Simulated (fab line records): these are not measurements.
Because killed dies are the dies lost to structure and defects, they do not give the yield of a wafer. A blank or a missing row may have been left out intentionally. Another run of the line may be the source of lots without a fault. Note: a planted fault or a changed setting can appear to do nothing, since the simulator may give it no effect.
fab line records / flow rit-cmos
record lots=5 wafers=15 last-day=7
route steps=202 shown PLDD@122 SPACER@125 NSD@131 M1@202
lots that met no fault: from a run of the same line without faults
start-h: hours from the record's first day to the start of the lot's first wafer shown / wait-h: time in hours since the lot's previous step / " repeats the value in the row above / L1.1+2: one row covering several wafers at once / - value missing, or start not given / * or withheld: withheld / < > ~ a bound
route shown NAME@n: NAME is a module with steps in the file, n the number in the route of the first one / usual: average and standard deviation across the fault-free wafers / same: alike in all rows / chamber/n: place in a boat / sites: readings site by site / _std_site: their standard deviation / _edge_site: inner sites' mean taken away from outer sites' mean / radius-mm: how far each site lies from the wafer's centre / mask NAME#n: copy n / behind: tool/chamber where the wafer was last shaped / hold: reason for holding the lot/hours on hold/outcome of the hold / device: transistor that didn't switch, given as n, p or np / end of line: at the end of the route, the tests of the same wafers / a step given without rows: its recipe and nothing more / killed: dies lost to structure and defects at the first sort, not the wafer's yield / map: a wafer's dies, x killed, . not, _ none there
set.NAME: setting as actually run; set.NAME@STEP: the setting as run at that earlier step / model.NAME: the simulator's own value behind a step, which no gauge read
lots seen at some steps along the route; tables by step, rows by wafer
services: when a tool's chamber went out of use (start-h, in hours from the record's first day, below 0 if earlier), for how many hours, and the reason
## steps
# step RIT_PLDD_IMPLANT_08
# recipe species=BF2 energy-kev=20 dose-cm2=9e+14 tilt-deg=7
# step RIT_PLDD_STRIP_09
# recipe chemistry=O2 time-s=180 resist=NOVOLAK platen-temp-c=withheld power-w=500 pressure-mtorr=4000 o2-flow-sccm=4123
# usual drypump-motor-current-A=6.0/0.36 rf-refl-power-W=7.3/0.64
lot.wafer=L569.1 tool=plasma-asher-02 chamber=1 start-h=60.20 wait-h=0.1 drypump-motor-current-A=6.0 rf-hours-counter-h=42 rf-refl-power-W=8.3
lot.wafer=L569.2 tool=plasma-asher-02 chamber=0 start-h=60.20 wait-h=0.1 drypump-motor-current-A=6.2 rf-hours-counter-h=42 rf-refl-power-W=6.8
lot.wafer=L569.3 tool=plasma-asher-02 chamber=1 start-h=60.20 wait-h=0.1 drypump-motor-current-A=6.0 rf-hours-counter-h=- rf-refl-power-W=8.0
lot.wafer=L579.4 tool=plasma-asher-02 chamber=0 start-h=109.51 wait-h=0.1 drypump-motor-current-A=6.2 rf-hours-counter-h=- rf-refl-power-W=6.9
lot.wafer=L579.5 tool=plasma-asher-02 chamber=1 start-h=109.51 wait-h=0.1 drypump-motor-current-A=6.0 rf-hours-counter-h=- rf-refl-power-W=7.9
lot.wafer=L579.6 tool=plasma-asher-02 chamber=0 start-h=109.51 wait-h=0.1 drypump-motor-current-A=6.2 rf-hours-counter-h=- rf-refl-power-W=6.7
lot.wafer=L582.1 tool=plasma-asher-04 chamber=1 start-h=125.75 wait-h=0.1 drypump-motor-current-A=5.8 rf-hours-counter-h=32 rf-refl-power-W=6.7
lot.wafer=L582.3 tool=plasma-asher-04 chamber=1 start-h=125.75 wait-h=0.1 drypump-motor-current-A=5.8 rf-hours-counter-h=- rf-refl-power-W=6.5
lot.wafer=L582.4 tool=plasma-asher-04 chamber=0 start-h=125.75 wait-h=0.1 drypump-motor-current-A=5.2 rf-hours-counter-h=- rf-refl-power-W=6.5
lot.wafer=L583.1 tool=plasma-asher-02 chamber=0 start-h=129.37 wait-h=0.1 drypump-motor-current-A=6.2 rf-hours-counter-h=50 rf-refl-power-W=6.7
lot.wafer=L583.4 tool=plasma-asher-02 chamber=0 start-h=129.37 wait-h=0.1 drypump-motor-current-A=6.2 rf-hours-counter-h=- rf-refl-power-W=6.7
lot.wafer=L583.6 tool=plasma-asher-02 chamber=1 start-h=129.37 wait-h=0.1 drypump-motor-current-A=6.0 rf-hours-counter-h=- rf-refl-power-W=8.0
lot.wafer=L587.1 tool=plasma-asher-03 chamber=0 start-h=148.77 wait-h=0.1 drypump-motor-current-A=6.4 rf-hours-counter-h=48 rf-refl-power-W=7.6
lot.wafer=L587.3 tool=plasma-asher-03 chamber=1 start-h=148.77 wait-h=0.1 drypump-motor-current-A=5.7 rf-hours-counter-h=- rf-refl-power-W=7.5
lot.wafer=L587.6 tool=plasma-asher-03 chamber=0 start-h=148.77 wait-h=0.1 drypump-motor-current-A=6.4 rf-hours-counter-h=- rf-refl-power-W=7.5
# step RIT_PLDD_TW_MEAS_10
# usual PLDD_TW=2350/16
lot.wafer=L569.1 tool=film-metro-01 chamber=- start-h=60.37 wait-h=0.1 PLDD_TW=2343
lot.wafer=L569.2 tool=film-metro-01 chamber=- start-h=60.37 wait-h=0.1 PLDD_TW=2337
lot.wafer=L569.3 tool=film-metro-01 chamber=- start-h=60.37 wait-h=0.1 PLDD_TW=2351
lot.wafer=L579.4 tool=film-metro-02 chamber=- start-h=109.66 wait-h=0.1 PLDD_TW=2373
lot.wafer=L579.5 tool=film-metro-02 chamber=- start-h=109.66 wait-h=0.1 PLDD_TW=2371
lot.wafer=L579.6 tool=film-metro-02 chamber=- start-h=109.66 wait-h=0.1 PLDD_TW=2368
lot.wafer=L582.1 tool=film-metro-02 chamber=- start-h=125.92 wait-h=0.1 PLDD_TW=2373
lot.wafer=L582.3 tool=film-metro-02 chamber=- start-h=125.92 wait-h=0.1 PLDD_TW=2356
lot.wafer=L582.4 tool=film-metro-02 chamber=- start-h=125.92 wait-h=0.1 PLDD_TW=2362
lot.wafer=L583.1 tool=film-metro-03 chamber=- start-h=129.55 wait-h=0.1 PLDD_TW=2363
lot.wafer=L583.4 tool=film-metro-03 chamber=- start-h=129.55 wait-h=0.1 PLDD_TW=2350
lot.wafer=L583.6 tool=film-metro-03 chamber=- start-h=129.55 wait-h=0.1 PLDD_TW=2361
lot.wafer=L587.1 tool=film-metro-01 chamber=- start-h=148.95 wait-h=0.1 PLDD_TW=2330
lot.wafer=L587.3 tool=film-metro-01 chamber=- start-h=148.95 wait-h=0.1 PLDD_TW=2334
lot.wafer=L587.6 tool=film-metro-01 chamber=- start-h=148.95 wait-h=0.1 PLDD_TW=2349
# step RIT_SPACER_CLEAN_00
# recipe chemistry=SC1 mix=3:3:50 time-s=600 temp-c=75
# step RIT_SPACER_CLEAN_01
# recipe chemistry=dHF dilution=50:1 time-s=30
# step RIT_SPACER_CLEAN_02
# recipe chemistry=SC2 mix=3:3:50 time-s=600 temp-c=75 dry=n2-spin
# step RIT_SPACER_CVD_03
# recipe material=Si3N4 target-thk-nm=250 temp-c=810 precursor=SiH2Cl2/NH3 time-s=3300 pressure-mtorr=300 sih2cl2-flow-sccm=60 nh3-flow-sccm=150
# step RIT_SPACER_THK_MEAS_04
# recipe reads=Si3N4_of_SPACER_CVD_03
# usual SPACER_NITRIDE_THK=249.4/2.8
lot.wafer=L569.1 tool=film-metro-02 chamber=- start-h=62.72 wait-h=0.0 SPACER_NITRIDE_THK[nm]=252.7
lot.wafer=L569.2 tool=film-metro-02 chamber=- start-h=62.72 wait-h=0.0 SPACER_NITRIDE_THK[nm]=251.4
lot.wafer=L569.3 tool=film-metro-02 chamber=- start-h=62.72 wait-h=0.0 SPACER_NITRIDE_THK[nm]=250.6
lot.wafer=L579.4 tool=film-metro-01 chamber=- start-h=112.00 wait-h=0.0 SPACER_NITRIDE_THK[nm]=245.4
lot.wafer=L579.5 tool=film-metro-01 chamber=- start-h=112.00 wait-h=0.0 SPACER_NITRIDE_THK[nm]=244.4
lot.wafer=L579.6 tool=film-metro-01 chamber=- start-h=112.00 wait-h=0.0 SPACER_NITRIDE_THK[nm]=245.1
lot.wafer=L582.1 tool=film-metro-04 chamber=- start-h=128.27 wait-h=0.0 SPACER_NITRIDE_THK[nm]=246.5
lot.wafer=L582.3 tool=film-metro-04 chamber=- start-h=128.27 wait-h=0.0 SPACER_NITRIDE_THK[nm]=245.5
lot.wafer=L582.4 tool=film-metro-04 chamber=- start-h=128.27 wait-h=0.0 SPACER_NITRIDE_THK[nm]=247.7
lot.wafer=L583.1 tool=film-metro-01 chamber=- start-h=131.89 wait-h=0.0 SPACER_NITRIDE_THK[nm]=246.2
lot.wafer=L583.4 tool=film-metro-01 chamber=- start-h=131.89 wait-h=0.0 SPACER_NITRIDE_THK[nm]=248.1
lot.wafer=L583.6 tool=film-metro-01 chamber=- start-h=131.89 wait-h=0.0 SPACER_NITRIDE_THK[nm]=249.0
lot.wafer=L587.1 tool=film-metro-01 chamber=- start-h=151.29 wait-h=0.0 SPACER_NITRIDE_THK[nm]=244.6
lot.wafer=L587.3 tool=film-metro-01 chamber=- start-h=151.29 wait-h=0.0 SPACER_NITRIDE_THK[nm]=244.1
lot.wafer=L587.6 tool=film-metro-01 chamber=- start-h=151.29 wait-h=0.0 SPACER_NITRIDE_THK[nm]=242.4
# step RIT_SPACER_ETCHBACK_05
# recipe target-depth-a=2500 SF6_flow_sccm=30 CHF3_flow_sccm=30 target=Si3N4 chemistry=SF6/CHF3 pressure-mtorr=40 rf-w=250 time-s=240 stop-on=SiO2
# usual SF6_flow_sccm=30.00/0.093 drypump-motor-current-A=5.5/0.43 oes-product-au=0.843/0.015 throttle-valve-pct=10.20/0.15
lot.wafer=L569.1 tool=rie-diel-03 chamber=0 start-h=62.78 wait-h=0.1 SF6_flow_sccm=30.16 drypump-motor-current-A=5.5 oes-product-au=0.856 rf-hours-counter-h=58 throttle-valve-pct=10.02
lot.wafer=L569.2 tool=rie-diel-03 chamber=1 start-h=62.78 wait-h=0.1 SF6_flow_sccm=29.98 drypump-motor-current-A=4.9 oes-product-au=0.832 rf-hours-counter-h=109 throttle-valve-pct=10.01
lot.wafer=L569.3 tool=rie-diel-03 chamber=2 start-h=62.78 wait-h=0.1 SF6_flow_sccm=30.05 drypump-motor-current-A=5.2 oes-product-au=0.852 rf-hours-counter-h=34 throttle-valve-pct=10.18
lot.wafer=L579.4 tool=rie-diel-03 chamber=0 start-h=112.03 wait-h=0.0 SF6_flow_sccm=29.99 drypump-motor-current-A=5.5 oes-product-au=0.840 rf-hours-counter-h=59 throttle-valve-pct=10.02
lot.wafer=L579.5 tool=rie-diel-03 chamber=1 start-h=112.03 wait-h=0.0 SF6_flow_sccm=30.09 drypump-motor-current-A=4.9 oes-product-au=0.813 rf-hours-counter-h=- throttle-valve-pct=9.99
lot.wafer=L579.6 tool=rie-diel-03 chamber=2 start-h=112.03 wait-h=0.0 SF6_flow_sccm=29.99 drypump-motor-current-A=5.3 oes-product-au=0.843 rf-hours-counter-h=- throttle-valve-pct=10.18
lot.wafer=L582.1 tool=rie-diel-03 chamber=1 start-h=128.33 wait-h=0.1 SF6_flow_sccm=30.09 drypump-motor-current-A=4.9 oes-product-au=0.813 rf-hours-counter-h=110 throttle-valve-pct=10.00
lot.wafer=L582.3 tool=rie-diel-03 chamber=2 start-h=128.33 wait-h=0.1 SF6_flow_sccm=30.12 drypump-motor-current-A=5.2 oes-product-au=0.848 rf-hours-counter-h=36 throttle-valve-pct=10.18
lot.wafer=L582.4 tool=rie-diel-03 chamber=3 start-h=128.33 wait-h=0.1 SF6_flow_sccm=30.09 drypump-motor-current-A=5.9 oes-product-au=0.837 rf-hours-counter-h=138 throttle-valve-pct=10.11
lot.wafer=L583.1 tool=rie-diel-03 chamber=3 start-h=131.95 wait-h=0.1 SF6_flow_sccm=29.81 drypump-motor-current-A=5.9 oes-product-au=0.841 rf-hours-counter-h=138 throttle-valve-pct=10.12
lot.wafer=L583.4 tool=rie-diel-03 chamber=0 start-h=131.95 wait-h=0.1 SF6_flow_sccm=29.94 drypump-motor-current-A=5.5 oes-product-au=0.851 rf-hours-counter-h=59 throttle-valve-pct=10.02
lot.wafer=L583.6 tool=rie-diel-03 chamber=1 start-h=131.95 wait-h=0.1 SF6_flow_sccm=30.00 drypump-motor-current-A=4.9 oes-product-au=0.821 rf-hours-counter-h=- throttle-valve-pct=9.99
lot.wafer=L587.1 tool=rie-diel-04 chamber=3 start-h=151.35 wait-h=0.1 SF6_flow_sccm=29.95 drypump-motor-current-A=6.1 oes-product-au=0.844 rf-hours-counter-h=32 throttle-valve-pct=10.45
lot.wafer=L587.3 tool=rie-diel-04 chamber=1 start-h=151.35 wait-h=0.1 SF6_flow_sccm=30.19 drypump-motor-current-A=6.0 oes-product-au=0.831 rf-hours-counter-h=130 throttle-valve-pct=10.25
lot.wafer=L587.6 tool=rie-diel-04 chamber=2 start-h=151.35 wait-h=0.1 SF6_flow_sccm=29.94 drypump-motor-current-A=5.4 oes-product-au=0.823 rf-hours-counter-h=- throttle-valve-pct=10.32
# step RIT_NSD_HMDS_00
# recipe prime-time-s=60 prime-temp-c=140
# step RIT_NSD_COAT_01
# recipe resist=NOVOLAK spin-rpm=3250 resist-thk-nm=1000
# step RIT_NSD_SOFTBAKE_02
# recipe resist=NOVOLAK temp-c=90 time-s=60
# step RIT_NSD_EXPOSE_03
# recipe mask-id=M9 na=0.57 target-cd-nm=40700 dose-mj=250
# usual exposure-dose-mJ-cm2=249.98/0.25
# same na=0.57
lot.wafer=L569.1 tool=iline-stepper-02 chamber=0 start-h=63.38 wait-h=0.1 mask=M9_R1#0 exposure-dose-mJ-cm2=249.80
lot.wafer=L569.2 tool=iline-stepper-02 chamber=0 start-h=63.38 wait-h=0.1 mask=M9_R1#0 exposure-dose-mJ-cm2=250.08
lot.wafer=L569.3 tool=iline-stepper-02 chamber=0 start-h=63.38 wait-h=0.1 mask=M9_R1#0 exposure-dose-mJ-cm2=249.83
lot.wafer=L579.4 tool=iline-stepper-02 chamber=0 start-h=112.69 wait-h=0.1 mask=M9#0 exposure-dose-mJ-cm2=250.04
lot.wafer=L579.5 tool=iline-stepper-02 chamber=0 start-h=112.69 wait-h=0.1 mask=M9#0 exposure-dose-mJ-cm2=250.03
lot.wafer=L579.6 tool=iline-stepper-02 chamber=0 start-h=112.69 wait-h=0.1 mask=M9#0 exposure-dose-mJ-cm2=249.87
lot.wafer=L582.1 tool=iline-stepper-02 chamber=0 start-h=128.95 wait-h=0.1 mask=M9#0 exposure-dose-mJ-cm2=249.94
lot.wafer=L582.3 tool=iline-stepper-02 chamber=0 start-h=128.95 wait-h=0.1 mask=M9#0 exposure-dose-mJ-cm2=250.38
lot.wafer=L582.4 tool=iline-stepper-02 chamber=0 start-h=128.95 wait-h=0.1 mask=M9#0 exposure-dose-mJ-cm2=250.08
lot.wafer=L583.1 tool=iline-stepper-02 chamber=0 start-h=132.55 wait-h=0.1 mask=M9#0 exposure-dose-mJ-cm2=250.12
lot.wafer=L583.4 tool=iline-stepper-02 chamber=0 start-h=132.55 wait-h=0.1 mask=M9#0 exposure-dose-mJ-cm2=250.04
lot.wafer=L583.6 tool=iline-stepper-02 chamber=0 start-h=132.55 wait-h=0.1 mask=M9#0 exposure-dose-mJ-cm2=249.89
lot.wafer=L587.1 tool=iline-stepper-01 chamber=0 start-h=151.95 wait-h=0.1 mask=M9#0 exposure-dose-mJ-cm2=250.24
lot.wafer=L587.3 tool=iline-stepper-01 chamber=0 start-h=151.95 wait-h=0.1 mask=M9#0 exposure-dose-mJ-cm2=249.98
lot.wafer=L587.6 tool=iline-stepper-01 chamber=0 start-h=151.95 wait-h=0.1 mask=M9#0 exposure-dose-mJ-cm2=249.61
# step RIT_NSD_PEB_04
# recipe resist=NOVOLAK temp-c=withheld time-s=withheld
# step RIT_NSD_DEVELOP_05
# recipe resist=NOVOLAK develop-time-s=52.14 dev-temp-c=23
# usual chill-plate-temp-C=23.00/0.11 resist-line-temp-C=23.01/0.11
lot.wafer=L569.1 tool=litho-track-02 chamber=0 start-h=- wait-h=- chill-plate-temp-C=22.92 resist-line-temp-C=23.07 model.NSD.cd-nm=4.036e+04
lot.wafer=L569.2 tool=litho-track-02 chamber=0 start-h=- wait-h=- chill-plate-temp-C=22.86 resist-line-temp-C=23.05 model.NSD.cd-nm=4.035e+04
lot.wafer=L569.3 tool=litho-track-02 chamber=0 start-h=- wait-h=- chill-plate-temp-C=23.12 resist-line-temp-C=22.95 model.NSD.cd-nm=4.036e+04
lot.wafer=L579.4 tool=litho-track-03 chamber=0 start-h=- wait-h=- chill-plate-temp-C=22.90 resist-line-temp-C=22.87 model.NSD.cd-nm=4.07e+04
lot.wafer=L579.5 tool=litho-track-03 chamber=0 start-h=- wait-h=- chill-plate-temp-C=22.96 resist-line-temp-C=22.98 model.NSD.cd-nm=4.071e+04
lot.wafer=L579.6 tool=litho-track-03 chamber=0 start-h=- wait-h=- chill-plate-temp-C=22.77 resist-line-temp-C=22.95 model.NSD.cd-nm=4.07e+04
lot.wafer=L582.1 tool=litho-track-02 chamber=0 start-h=- wait-h=- chill-plate-temp-C=23.19 resist-line-temp-C=22.99 model.NSD.cd-nm=4.07e+04
lot.wafer=L582.3 tool=litho-track-02 chamber=0 start-h=- wait-h=- chill-plate-temp-C=23.14 resist-line-temp-C=22.89 model.NSD.cd-nm=4.07e+04
lot.wafer=L582.4 tool=litho-track-02 chamber=0 start-h=- wait-h=- chill-plate-temp-C=23.08 resist-line-temp-C=22.92 model.NSD.cd-nm=4.07e+04
lot.wafer=L583.1 tool=litho-track-01 chamber=0 start-h=- wait-h=- chill-plate-temp-C=23.20 resist-line-temp-C=22.92 model.NSD.cd-nm=4.07e+04
lot.wafer=L583.4 tool=litho-track-01 chamber=0 start-h=- wait-h=- chill-plate-temp-C=23.02 resist-line-temp-C=23.06 model.NSD.cd-nm=4.07e+04
lot.wafer=L583.6 tool=litho-track-01 chamber=0 start-h=- wait-h=- chill-plate-temp-C=23.14 resist-line-temp-C=22.99 model.NSD.cd-nm=4.07e+04
lot.wafer=L587.1 tool=litho-track-03 chamber=0 start-h=- wait-h=- chill-plate-temp-C=22.95 resist-line-temp-C=22.95 model.NSD.cd-nm=4.071e+04
lot.wafer=L587.3 tool=litho-track-03 chamber=0 start-h=- wait-h=- chill-plate-temp-C=22.88 resist-line-temp-C=22.97 model.NSD.cd-nm=4.071e+04
lot.wafer=L587.6 tool=litho-track-03 chamber=0 start-h=- wait-h=- chill-plate-temp-C=23.05 resist-line-temp-C=23.08 model.NSD.cd-nm=4.071e+04
# step RIT_NSD_OVL_MEAS_06
# usual NSD_OVL=0.3/1.2
lot.wafer=L569.1 tool=overlay-02 chamber=- start-h=63.78 wait-h=- NSD_OVL[nm]=2.0
lot.wafer=L569.2 tool=overlay-02 chamber=- start-h=63.78 wait-h=- NSD_OVL[nm]=1.0
lot.wafer=L569.3 tool=overlay-02 chamber=- start-h=63.78 wait-h=- NSD_OVL[nm]=-0.6
lot.wafer=L579.4 tool=overlay-02 chamber=- start-h=113.05 wait-h=- NSD_OVL[nm]=-1.1
lot.wafer=L579.5 tool=overlay-02 chamber=- start-h=113.05 wait-h=- NSD_OVL[nm]=-1.2
lot.wafer=L579.6 tool=overlay-02 chamber=- start-h=113.05 wait-h=- NSD_OVL[nm]=1.0
lot.wafer=L582.1 tool=overlay-02 chamber=- start-h=129.35 wait-h=- NSD_OVL[nm]=0.2
lot.wafer=L582.3 tool=overlay-02 chamber=- start-h=129.35 wait-h=- NSD_OVL[nm]=0.0
lot.wafer=L582.4 tool=overlay-02 chamber=- start-h=129.35 wait-h=- NSD_OVL[nm]=-1.1
lot.wafer=L583.1 tool=overlay-01 chamber=- start-h=132.95 wait-h=- NSD_OVL[nm]=-0.9
lot.wafer=L583.4 tool=overlay-01 chamber=- start-h=132.95 wait-h=- NSD_OVL[nm]=0.7
lot.wafer=L583.6 tool=overlay-01 chamber=- start-h=132.95 wait-h=- NSD_OVL[nm]=-1.0
lot.wafer=L587.1 tool=overlay-02 chamber=- start-h=152.35 wait-h=- NSD_OVL[nm]=-0.3
lot.wafer=L587.3 tool=overlay-02 chamber=- start-h=152.35 wait-h=- NSD_OVL[nm]=0.1
lot.wafer=L587.6 tool=overlay-02 chamber=- start-h=152.35 wait-h=- NSD_OVL[nm]=-0.4
# step RIT_M1_PROBE_99
# usual killed-at-contacts=0.1/0.23 killed-at-front-end=7.3/2.9 killed-dies=7.3/3 killed-open=3.6/1.8 killed-short=3.7/2.1
# same gross-dies=264 killed_at_M0_to_M3=0 killed_at_M4_up=0 killed-at-back-side=0 killed-at-other=0
lot.wafer=L569.1 tool=prober-01 chamber=- start-h=73.71 wait-h=0.1 killed-at-contacts=0 killed-at-front-end=4 killed-dies=4 killed-open=2 killed-short=2 model.etest.select-edge-diode-n.leak-log10-a=-5.49
lot.wafer=L569.2 tool=prober-01 chamber=- start-h=73.76 wait-h=0.1 killed-at-contacts=0 killed-at-front-end=0 killed-dies=0 killed-open=0 killed-short=0 model.etest.select-edge-diode-n.leak-log10-a=-5.136
lot.wafer=L569.3 tool=prober-01 chamber=- start-h=73.81 wait-h=0.2 killed-at-contacts=0 killed-at-front-end=4 killed-dies=4 killed-open=2 killed-short=2 model.etest.select-edge-diode-n.leak-log10-a=-5.399
lot.wafer=L579.4 tool=prober-01 chamber=- start-h=123.82 wait-h=0.2 killed-at-contacts=0 killed-at-front-end=4 killed-dies=4 killed-open=0 killed-short=4 model.etest.select-edge-diode-n.leak-log10-a=-9.801
lot.wafer=L579.5 tool=prober-01 chamber=- start-h=123.87 wait-h=0.2 killed-at-contacts=0 killed-at-front-end=9 killed-dies=9 killed-open=2 killed-short=7 model.etest.select-edge-diode-n.leak-log10-a=-9.755
lot.wafer=L579.6 tool=prober-01 chamber=- start-h=123.92 wait-h=0.2 killed-at-contacts=0 killed-at-front-end=7 killed-dies=7 killed-open=4 killed-short=3 model.etest.select-edge-diode-n.leak-log10-a=-9.791
lot.wafer=L582.1 tool=prober-02 chamber=- start-h=139.38 wait-h=0.1 killed-at-contacts=0 killed-at-front-end=5 killed-dies=5 killed-open=4 killed-short=1 model.etest.select-edge-diode-n.leak-log10-a=-9.598
lot.wafer=L582.3 tool=prober-02 chamber=- start-h=139.48 wait-h=0.2 killed-at-contacts=0 killed-at-front-end=10 killed-dies=10 killed-open=8 killed-short=2 model.etest.select-edge-diode-n.leak-log10-a=-9.693
lot.wafer=L582.4 tool=prober-02 chamber=- start-h=139.53 wait-h=0.2 killed-at-contacts=0 killed-at-front-end=4 killed-dies=4 killed-open=3 killed-short=1 model.etest.select-edge-diode-n.leak-log10-a=-9.726
lot.wafer=L583.1 tool=prober-01 chamber=- start-h=143.43 wait-h=0.1 killed-at-contacts=0 killed-at-front-end=3 killed-dies=3 killed-open=2 killed-short=1 model.etest.select-edge-diode-n.leak-log10-a=-9.662
lot.wafer=L583.4 tool=prober-01 chamber=- start-h=143.58 wait-h=0.2 killed-at-contacts=0 killed-at-front-end=7 killed-dies=7 killed-open=5 killed-short=2 model.etest.select-edge-diode-n.leak-log10-a=-9.845
lot.wafer=L583.6 tool=prober-01 chamber=- start-h=143.68 wait-h=0.2 killed-at-contacts=0 killed-at-front-end=6 killed-dies=6 killed-open=3 killed-short=3 model.etest.select-edge-diode-n.leak-log10-a=-9.736
lot.wafer=L587.1 tool=prober-01 chamber=- start-h=162.35 wait-h=0.1 killed-at-contacts=0 killed-at-front-end=11 killed-dies=11 killed-open=4 killed-short=7 model.etest.select-edge-diode-n.leak-log10-a=-9.849
lot.wafer=L587.3 tool=prober-01 chamber=- start-h=162.45 wait-h=0.2 killed-at-contacts=1 killed-at-front-end=6 killed-dies=7 killed-open=4 killed-short=2 model.etest.select-edge-diode-n.leak-log10-a=-9.734
lot.wafer=L587.6 tool=prober-01 chamber=- start-h=162.60 wait-h=0.2 killed-at-contacts=0 killed-at-front-end=6 killed-dies=6 killed-open=5 killed-short=1 model.etest.select-edge-diode-n.leak-log10-a=-9.632
# killed by level:class
L569.1 FOX1:geometric-particle:open=1 FOX1:geometric-particle:short=1 GATE:geometric-particle:short=1 REOX:geometric-particle:open=1
L569.2
L569.3 FOX1:geometric-particle:short=1 FOX2:geometric-particle:open=1 GATE:geometric-particle:open=1 REOX:geometric-particle:short=1
L579.4 GATE:geometric-particle:short=3 SPACER:geometric-particle:short=1
L579.5 REOX:geometric-particle:short=3 FOX2:geometric-particle:short=2 GATE:geometric-particle:short=1 GATE:geometric-particle:open=1 SPACER:geometric-particle:short=1 SILICIDE:geometric-particle:open=1
L579.6 GATE:geometric-particle:short=3 GATE:geometric-particle:open=2 REOX:geometric-particle:open=2
L582.1 GATE:geometric-particle:open=2 FOX1:geometric-particle:open=1 FOX2:geometric-particle:open=1 REOX:geometric-particle:short=1
L582.3 FOX2:geometric-particle:open=4 FOX1:geometric-particle:open=3 FOX1:geometric-particle:short=1 GATE:geometric-particle:short=1 GATE:geometric-particle:open=1
L582.4 FOX1:geometric-particle:open=2 SPACER:geometric-particle:short=1 SILICIDE:geometric-particle:open=1
L583.1 FOX2:geometric-particle:open=1 REOX:geometric-particle:short=1 SPACER:geometric-particle:open=1
L583.4 GATE:geometric-particle:open=2 FOX1:geometric-particle:short=1 REOX:geometric-particle:open=1 SPACER:geometric-particle:open=1 SPACER:geometric-particle:short=1 SILICIDE:geometric-particle:open=1
L583.6 SPACER:geometric-particle:short=2 GATE:geometric-particle:open=1 REOX:geometric-particle:open=1 REOX:geometric-particle:short=1 SPACER:geometric-particle:open=1
L587.1 GATE:geometric-particle:short=3 FOX1:geometric-particle:short=2 FOX1:geometric-particle:open=2 GATE:geometric-particle:open=1 SPACER:geometric-particle:short=1 SILICIDE:geometric-particle:open=1 SILICIDE:geometric-particle:short=1
L587.3 FOX1:geometric-particle:open=2 FOX1:geometric-particle:short=1 FOX2:geometric-particle:open=1 SILICIDE:geometric-particle:open=1 SILICIDE:geometric-particle:short=1 CONTACT:coat-microbubble-printed=1
L587.6 GATE:geometric-particle:open=2 FOX1:geometric-particle:open=1 SPACER:geometric-particle:short=1 SPACER:geometric-particle:open=1 SILICIDE:geometric-particle:open=1
## services
tool=rie-diel-03 chamber=- start-h=54.63 hours=2.8 kind=pm
tool=rie-diel-03 chamber=3 start-h=61.35 hours=8.1 kind=repair
tool=iline-stepper-02 chamber=- start-h=70.30 hours=1.7 kind=pm
tool=iline-stepper-01 chamber=0 start-h=77.58 hours=- kind=calibration
tool=iline-stepper-02 chamber=- start-h=109.03 hours=2.4 kind=repair
tool=iline-stepper-02 chamber=- start-h=127.35 hours=- kind=consumable-replace:lamp
tool=plasma-asher-03 chamber=- start-h=127.60 hours=15.7 kind=repair
tool=rie-diel-03 chamber=- start-h=145.15 hours=2.3 kind=repair
tool=rie-diel-04 chamber=2 start-h=147.01 hours=4.3 kind=repair
tool=iline-stepper-01 chamber=- start-h=148.07 hours=1.7 kind=pm
tool=rie-diel-04 chamber=- start-h=148.53 hours=2.8 kind=pm
## key
first-sign step=RIT_NSD_EXPOSE_03 reading=mask direction=changed
effect none on later readings
model-effect step=RIT_NSD_DEVELOP_05 value=NSD.cd-nm without=4.071e+04 struck=4.036e+04
model-effect step=RIT_M1_PROBE_99 value=etest.select-edge-diode-n.leak-log10-a without=-9.66 struck=-5.342
met-at RIT_NSD_EXPOSE_03
struck-wafers L569.1,L569.2,L569.3
tester-left-out L569
fault kind=wrong-mask tool=any chamber=- onset-h=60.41 steps=RIT_NSD_EXPOSE_03 aux-copy=M9_R1#0 cd-offset-nm=-350 scope=struck-lots-only
# tester-left-out: of these lots the tester's yield and bins aren't shown, on N5 and GAA mostly nor the transistor test; their killed dies are dies lost to structure and defects alone, not to doping, threshold or leakage, so they don't give the yield
